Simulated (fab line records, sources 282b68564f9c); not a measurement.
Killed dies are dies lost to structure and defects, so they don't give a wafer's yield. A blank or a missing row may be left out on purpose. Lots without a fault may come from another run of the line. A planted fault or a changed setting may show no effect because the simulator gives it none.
One fault seen from 2 desks | flow rit_cmos | each desk has only its own numbers; what lay behind them comes last

THE METROLOGY DESK
What the gauges read, lot by lot, whatever tool the lot ran on: means of the sampled wafers that have a number. A lot is out of limits, marked OUT, if its mean lies more than 4 standard deviations from the usual mean; the brackets give that distance.
Columns: A = NSD_TW at RIT_NSD_TW_MEAS_10, usual 3120; B = NSD_RS at RIT_SDANNEAL_RS_MEAS_05, usual 84.60 ohm/sq
lot  | first seen here | A              | B
L393 | day 3 01:34     | 3141           | 84.50
L394 | day 3 05:39     | 3149           | 84.31
L395 | day 3 16:22     | 3096           | 84.78
L397 | day 4 03:35     | 3131           | 84.57
L398 | day 4 03:41     | 3096           | 84.86
L400 | day 4 16:59     | 3088           | 84.80
L401 | day 4 21:56     | 3126           | 84.59
L402 | day 5 02:53     | 3105           | 84.84
L403 | day 5 08:42     | 3119           | 84.26
L405 | day 5 15:28     | 3472 (+18) OUT | 56.39 (-97) OUT
L407 | day 6 01:11     | 3099           | 84.90
L409 | day 6 09:23     | 3470 (+17) OUT | 56.39 (-97) OUT
L415 | day 7 16:26     | 3108           | 84.31
L416 | day 7 22:36     | 3145           | 84.49
This desk's finding: out of limits on L405, L409; first on L405, day 5 15:28 (NSD_TW at RIT_NSD_TW_MEAS_10). In limits: L393, L394, L395, L397, L398, L400, L401, L402, L403, L407, L415, L416.

THE TOOL OWNER'S DESK: implanter-02
The tool's own readings at RIT_NSD_IMPLANT_08: means of the sampled wafers that have a number, for each lot that ran on this tool. A lot is out of limits, marked OUT, if its mean lies more than 4 standard deviations from the usual mean; the brackets give that distance.
Columns: A = dose_ions_cm2 at RIT_NSD_IMPLANT_08, usual 1.0002e+15; B = end_station_pressure_torr at RIT_NSD_IMPLANT_08, usual 7.5e-06 Torr; C = faraday_current_uA at RIT_NSD_IMPLANT_08, usual 3133
lot  | first seen here | A                            | B                  | C
L393 | day 3 01:16     | 1.0009e+15                   | 7.7e-06            | 3161
L394 | day 3 05:19     | 9.9993e+14                   | 7.4e-06            | 3137
L398 | day 4 03:22     | 1.0008e+15                   | 7.6e-06            | 3135
L400 | day 4 16:40     | 9.9997e+14                   | 7.8e-06            | 3142
L401 | day 4 21:38     | 1.0003e+15                   | 7.4e-06            | 3102
L402 | day 5 02:35     | 1.0006e+15                   | 7.4e-06            | 3138
L403 | day 5 08:25     | 1.0022e+15                   | 7.0e-06            | 3104
L405 | day 5 15:09     | 1.7518e+15 (+99 or more) OUT | 9.5e-06 (+4.9) OUT | 5467 (+43) OUT
L409 | day 6 09:04     | 1.7532e+15 (+99 or more) OUT | 9.6e-06 (+5.0) OUT | 5512 (+44) OUT
This desk's finding: out of limits on L405, L409; first on L405, day 5 15:09 (dose_ions_cm2 at RIT_NSD_IMPLANT_08). In limits: L393, L394, L398, L400, L401, L402, L403.

PUT TOGETHER
The tool owner's desk could have raised an alarm at day 5 15:09, on L405, L409.
The metrology desk could have raised an alarm at day 5 15:28, on L405, L409.
Of the lots named, all ran RIT_NSD_IMPLANT_08 on implanter-02.

WHAT THE SIMULATOR HAD PUT IN
Process parameter drift: implanter-02, from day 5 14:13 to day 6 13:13, at RIT_NSD_IMPLANT_08. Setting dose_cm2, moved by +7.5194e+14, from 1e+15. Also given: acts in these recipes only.
Lots struck among those shown: L405, L409.
Hours from the fault's start to each desk's first reading out of limits: the tool owner's desk, 1; the metrology desk, 1.
